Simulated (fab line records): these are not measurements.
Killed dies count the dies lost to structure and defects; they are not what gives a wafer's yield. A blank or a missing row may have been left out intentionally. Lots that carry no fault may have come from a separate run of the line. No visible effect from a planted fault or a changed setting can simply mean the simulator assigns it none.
Matching of chambers -- flow berkeley cmos170 -- cmp-01 running UCB170_V2_CMP_02: 4 sister chambers
The step polishes SiO2. 8 wafers are shown with their chamber, then 9 later ones without.

## WAFERS PAIRED WITH THEIR CHAMBERS
wafer,chamber,motor current A (A),platen rpm (rpm)
L712.2,2,12.2,60.00
L713.4,1,14.5,60.03
L723.1,3,15.0,59.99
L723.4,0,18.2,59.96
L723.5,2,11.8,59.97
L725.3,0,17.9,59.99
L725.4,1,13.8,60.01
L725.5,3,15.7,59.98

## WAFERS WHOSE CHAMBER IS MISSING
wafer,motor current A (A),platen rpm (rpm)
L727.3,14.3,60.01
L727.4,14.9,60.03
L727.6,16.8,59.98
L728.2,17.8,59.93
L728.4,15.3,59.99
L728.6,17.1,60.03
L732.2,15.4,60.04
L732.3,14.5,59.95
L732.4,11.7,59.98

## WHICH CHAMBER EACH ONE RAN IN
wafer,from the rows above,in truth
L727.3,1,1
L727.4,can't be placed: 1 or 3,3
L727.6,can't be placed: 0 or 3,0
L728.2,0,0
L728.4,3,3
L728.6,can't be placed: 0 or 3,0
L732.2,can't be placed: 3 or 1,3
L732.3,can't be placed: 3 or 1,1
L732.4,2,2
Placed correctly: 4 of 9. Cannot be placed on the basis of these rows: 5; the candidates contain the true chamber in 5. Number placed wrongly: 0.
How it was worked out, from the rows above alone: a wafer's distance from a chamber is the root of the sum, over the readings, of the square of ((its reading less the chamber's mean) divided by the reading's scatter). If the next closest chamber is less than 2 further off than the closest, the wafer can't be placed; otherwise it belongs to the closest. For every chamber, the mean is computed from those of its wafers that are shown. The scatter: take each reading less its chamber's mean, square it, sum over the shown wafers, divide by the number of wafers less the number of chambers, and take the root.
